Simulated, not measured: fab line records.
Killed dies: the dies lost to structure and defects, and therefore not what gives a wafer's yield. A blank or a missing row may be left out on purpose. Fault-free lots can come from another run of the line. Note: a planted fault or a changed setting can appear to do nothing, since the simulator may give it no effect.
fab line records -- flow rit_cmos
[record] lots = 5, wafers = 15, last_day = 7
route steps=202 shown NWELL@30 PWELL@39 M1@202
lots untouched by any fault: they come from a run of this same line in which no faults occurred
start_h: hours from the record's first day to the start of the lot's first wafer shown -- wait_h: hours from the lot's prior step to this one -- " same as the row above -- L1.1+2: one row covering several wafers at once -- - no value present, or no start provided -- * or withheld: withheld -- < > ~ a bound
route shown NAME@n: names a module that has steps shown in the file, with the first one's number in the route -- usual: mean/standard deviation taken from wafers without a fault -- same: alike in all rows -- chamber/n: place in a boat -- sites: each site's reading -- _std_site: standard deviation across them -- _edge_site: mean of outer sites minus mean of inner sites -- radius_mm: how far each site lies from the wafer's centre -- mask NAME#n: copy n -- behind: the tool/chamber that last shaped the wafer -- hold: the reason the lot was held/the length of the hold in hours/how it ended -- device: names the non-switching transistor (n, p or np) -- end of line: tests of these same wafers at the route's end -- a step without rows: its recipe alone -- killed: the dies lost at the first sort to structure and to defects; this is not the yield of the wafer -- map: shows each die of a wafer: x if killed, . if not, _ if none is there
set.NAME: the run value of the setting; set.NAME@STEP: its run value at that earlier step -- model.NAME: the simulator's own value behind a step, which no gauge read
a table for each step, a row for each wafer; lots at some steps of the route
services: the hour from which a tool's chamber was out of use, counted from the record's first day as start_h (under 0 if before that day), plus the number of hours and why
[[steps]]
[step RIT_NWELL_SOFTBAKE_02]
[recipe] resist = NOVOLAK, temp_c = 90, time_s = 60
[step RIT_NWELL_EXPOSE_03]
[recipe] mask_id = M2, na = 0.57, target_cd_nm = 43900, dose_mj = 250
[step RIT_NWELL_PEB_04]
[recipe] resist = NOVOLAK, temp_c = withheld, time_s = withheld
[step RIT_NWELL_DEVELOP_05]
[recipe] resist = NOVOLAK, develop_time_s = 68, dev_temp_c = 23
[step RIT_NWELL_OVL_MEAS_06]
[usual] NWELL_OVL = 0.2/1.5
lot.wafer,tool,chamber,start_h,wait_h,NWELL_OVL[nm]
L639.1,overlay-02,-,70.30,-,-0.6
L639.4,overlay-02,-,70.30,-,-0.9
L639.6,overlay-02,-,70.30,-,1.8
L640.3,overlay-01,-,80.27,-,0.4
L640.4,overlay-01,-,80.27,-,1.4
L640.5,overlay-01,-,80.27,-,0.3
L647.1,overlay-01,-,111.34,-,-0.8
L647.4,overlay-01,-,111.34,-,0.6
L647.5,overlay-01,-,111.34,-,0.2
L649.2,overlay-02,-,122.64,-,1.5
L649.4,overlay-02,-,122.64,-,2.4
L649.5,overlay-02,-,122.64,-,-0.6
L651.1,overlay-01,-,131.82,-,1.9
L651.3,overlay-01,-,131.82,-,1.6
L651.5,overlay-01,-,131.82,-,0.0
[step RIT_NWELL_HARDBAKE_07]
[recipe] resist = NOVOLAK, temp_c = 140, time_s = 120
[step RIT_NWELL_IMPLANT_08]
[recipe] species = P, energy_kev = 170, dose_cm2 = 5e+13, tilt_deg = 7
[step RIT_NWELL_STRIP_09]
[recipe] chemistry = O2, time_s = 180, resist = NOVOLAK, platen_temp_c = withheld, power_w = 500, pressure_mtorr = 4000, o2_flow_sccm = 4000
[usual] drypump_motor_current_A = 6.0/0.38
lot.wafer,tool,chamber,start_h,wait_h,drypump_motor_current_A,rf_hours_counter_h
L639.1,plasma_asher-04,0,70.74,0.1,6.1,42
L639.4,plasma_asher-04,0,70.74,0.1,6.0,-
L639.6,plasma_asher-04,0,70.74,0.1,6.0,-
L640.3,plasma_asher-04,1,80.75,0.1,5.4,-
L640.4,plasma_asher-04,0,80.75,0.1,6.1,-
L640.5,plasma_asher-04,0,80.75,0.1,6.1,-
L647.1,plasma_asher-03,1,111.77,0.1,5.5,45
L647.4,plasma_asher-03,1,111.77,0.1,5.5,-
L647.5,plasma_asher-03,1,111.77,0.1,5.6,-
L649.2,plasma_asher-04,1,123.07,0.1,5.4,1
L649.4,plasma_asher-04,0,123.07,0.1,6.1,-
L649.5,plasma_asher-04,1,123.07,0.1,5.4,-
L651.1,plasma_asher-03,0,132.26,0.1,6.5,48
L651.3,plasma_asher-03,1,132.26,0.1,5.6,-
L651.5,plasma_asher-03,0,132.26,0.1,6.4,-
[step RIT_NWELL_TW_MEAS_10]
[usual] NWELL_TW = 2146/14
lot.wafer,tool,chamber,start_h,wait_h,NWELL_TW
L639.1,film_metro-03,-,70.91,0.1,2138
L639.4,film_metro-03,-,70.91,0.1,2139
L639.6,film_metro-03,-,70.91,0.1,2129
L640.3,film_metro-04,-,80.89,0.1,2158
L640.4,film_metro-04,-,80.89,0.1,2156
L640.5,film_metro-04,-,80.89,0.1,2170
L647.1,film_metro-04,-,111.95,0.1,2162
L647.4,film_metro-04,-,111.95,0.1,2155
L647.5,film_metro-04,-,111.95,0.1,2167
L649.2,film_metro-01,-,123.26,0.1,2126
L649.4,film_metro-01,-,123.26,0.1,2130
L649.5,film_metro-01,-,123.26,0.1,2140
L651.1,film_metro-03,-,132.43,0.1,2136
L651.3,film_metro-03,-,132.43,0.1,2138
L651.5,film_metro-03,-,132.43,0.1,2132
[step RIT_PWELL_HMDS_00]
[recipe] prime_time_s = 60, prime_temp_c = 140
[step RIT_PWELL_COAT_01]
[recipe] resist = NOVOLAK, spin_rpm = 2000, resist_thk_nm = 1300
[step RIT_PWELL_SOFTBAKE_02]
[recipe] resist = NOVOLAK, temp_c = 90, time_s = 60
[step RIT_PWELL_EXPOSE_03]
[recipe] mask_id = M3, na = 0.57, target_cd_nm = 43700, dose_mj = 250
lot.wafer,tool,chamber,start_h,wait_h,mask
L639.1+4+6,iline_stepper-01,0,71.55,0.2,M3_R1#0
L640.3+4+5,iline_stepper-01,0,81.54,0.1,M3#0
L647.1+4+5,iline_stepper-02,0,112.61,0.2,M3#0
L649.2+4+5,iline_stepper-01,0,123.90,0.2,M3#0
L651.1+3+5,iline_stepper-02,0,133.07,0.2,M3#0
[step RIT_PWELL_PEB_04]
[recipe] resist = NOVOLAK, temp_c = withheld, time_s = withheld
[step RIT_M1_PROBE_99]
[usual] killed_at_contacts = 0.1/0.25, killed_at_front_end = 8/3.3, killed_dies = 8/3.3, killed_open = 3.9/2.1, killed_short = 3.8/2.2
[same] gross_dies = 264, killed_at_M0_to_M3 = 0, killed_at_M4_up = 0, killed_at_back_side = 0, killed_at_other = 0
lot.wafer,tool,chamber,start_h,wait_h,killed_at_contacts,killed_at_front_end,killed_dies,killed_open,killed_short,model.etest.well_edge_left.line_ohm_um,model.etest.well_edge_right.line_ohm_um,model.etest.iso_nwell_nwell.bv_v
L639.1,prober-02,-,107.80,0.1,0,11,11,5,6,188.3,187.9,21.75
L639.4,prober-02,-,107.95,0.2,0,7,7,6,1,185.7,185.1,21.73
L639.6,prober-02,-,108.05,0.2,0,5,5,1,4,188.8,187.1,21.79
L640.3,prober-01,-,118.77,0.2,0,8,8,2,6,181.2,183.7,22.12
L640.4,prober-01,-,118.82,0.2,0,9,9,7,2,182.6,182.9,22.35
L640.5,prober-01,-,118.87,0.2,0,5,5,3,2,186.2,182.2,21.75
L647.1,prober-02,-,149.34,0.1,0,16,16,7,9,184.4,180.5,22
L647.4,prober-02,-,149.49,0.2,0,12,12,6,6,182.1,181.8,22
L647.5,prober-02,-,149.54,0.2,1,7,8,3,5,180.8,182.7,21.85
L649.2,prober-02,-,158.85,0.1,0,14,14,8,6,182,182.8,22.04
L649.4,prober-02,-,158.95,0.2,0,11,11,4,7,182.8,181.8,22.26
L649.5,prober-02,-,159.00,0.2,0,5,5,2,3,183.9,183.1,22.43
L651.1,prober-02,-,173.74,0.1,0,8,8,3,4,183.6,181.5,22.08
L651.3,prober-02,-,173.84,0.2,0,6,6,3,3,180.9,180.5,22.08
L651.5,prober-02,-,173.94,0.2,0,6,6,3,3,182.9,182.8,22.25
// killed by level:class
L639.1 GATE:geometric_particle:short=2 REOX:geometric_particle:open=2 REOX:geometric_particle:short=2 SPACER:geometric_particle:open=2 FOX1:geometric_particle:short=1 FOX2:geometric_particle:open=1 SPACER:geometric_particle:short=1
L639.4 FOX2:geometric_particle:open=2 GATE:geometric_particle:open=2 FOX1:geometric_particle:open=1 REOX:geometric_particle:short=1 SILICIDE:geometric_particle:open=1
L639.6 SILICIDE:geometric_particle:short=2 FOX2:geometric_particle:open=1 FOX2:geometric_particle:short=1 GATE:geometric_particle:short=1
L640.3 GATE:geometric_particle:open=2 GATE:geometric_particle:short=2 SPACER:geometric_particle:short=2 FOX2:geometric_particle:short=1 SILICIDE:geometric_particle:short=1
L640.4 GATE:geometric_particle:open=4 REOX:geometric_particle:open=2 FOX2:geometric_particle:open=1 SPACER:geometric_particle:short=1 SILICIDE:geometric_particle:short=1
L640.5 GATE:geometric_particle:open=2 SILICIDE:geometric_particle:short=2 REOX:geometric_particle:open=1
L647.1 SILICIDE:geometric_particle:short=3 FOX1:geometric_particle:open=2 FOX1:geometric_particle:short=2 GATE:geometric_particle:open=2 GATE:geometric_particle:short=2 SPACER:geometric_particle:short=2 REOX:geometric_particle:open=1 SPACER:geometric_particle:open=1
L647.4 GATE:geometric_particle:open=3 GATE:geometric_particle:short=2 SILICIDE:geometric_particle:open=2 SILICIDE:geometric_particle:short=2 REOX:geometric_particle:open=1 REOX:geometric_particle:short=1 SPACER:geometric_particle:short=1
L647.5 SILICIDE:geometric_particle:short=3 SILICIDE:geometric_particle:open=2 GATE:geometric_particle:open=1 SPACER:geometric_particle:short=1 CONTACT:geometric_particle:short=1
L649.2 FOX1:geometric_particle:open=3 GATE:geometric_particle:open=3 FOX1:geometric_particle:short=2 GATE:geometric_particle:short=2 REOX:geometric_particle:open=1 REOX:geometric_particle:short=1 SILICIDE:geometric_particle:short=1 SILICIDE:geometric_particle:open=1
L649.4 SILICIDE:geometric_particle:short=3 SILICIDE:geometric_particle:open=3 SPACER:geometric_particle:short=2 FOX1:geometric_particle:short=1 GATE:geometric_particle:short=1 SPACER:geometric_particle:open=1
L649.5 FOX1:geometric_particle:open=2 GATE:geometric_particle:short=2 SILICIDE:geometric_particle:short=1
L651.1 GATE:geometric_particle:short=3 FOX2:geometric_particle:short=1 FOX2:geometric_particle:open=1 GATE:geometric_particle:open=1 SILICIDE:geometric_particle:open=1 PWELL:coat_microbubble_printed=1
L651.3 GATE:geometric_particle:open=2 FOX1:geometric_particle:short=1 GATE:geometric_particle:short=1 REOX:geometric_particle:short=1 SPACER:geometric_particle:open=1
L651.5 GATE:geometric_particle:short=2 FOX1:geometric_particle:open=1 GATE:geometric_particle:open=1 REOX:geometric_particle:short=1 SILICIDE:geometric_particle:open=1
[[services]]
tool,chamber,start_h,hours,kind
iline_stepper-01,0,82.56,-,calibration
plasma_asher-03,-,99.70,4.1,repair
plasma_asher-04,-,108.75,9.0,pm
plasma_asher-04,0,108.75,9.0,vent_cycle
plasma_asher-04,1,108.75,9.0,vent_cycle
plasma_asher-04,0,117.75,-,clean
plasma_asher-04,1,117.75,-,clean
iline_stepper-02,-,124.47,1.7,pm
[[key]]
[first_sign] step = RIT_PWELL_EXPOSE_03, reading = mask, direction = changed
effect none on later readings
[model_effect] step = RIT_M1_PROBE_99, value = etest.well_edge_left.line_ohm_um, without = 181.9, struck = 187.6
met_at RIT_PWELL_EXPOSE_03
struck_wafers L639.1,L639.4,L639.6
tester_left_out L639
[fault] kind = wrong_mask, tool = any, chamber = -, onset_h = 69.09, steps = RIT_PWELL_EXPOSE_03, aux_copy = M3_R1#0, cd_offset_nm = 150, scope = struck_lots_only
// tester_left_out: of these lots the tester's yield and bins aren't shown, on N5 and GAA mostly nor the transistor test; their killed dies are dies lost to structure and defects alone, not to doping, threshold or leakage, so they don't give the yield
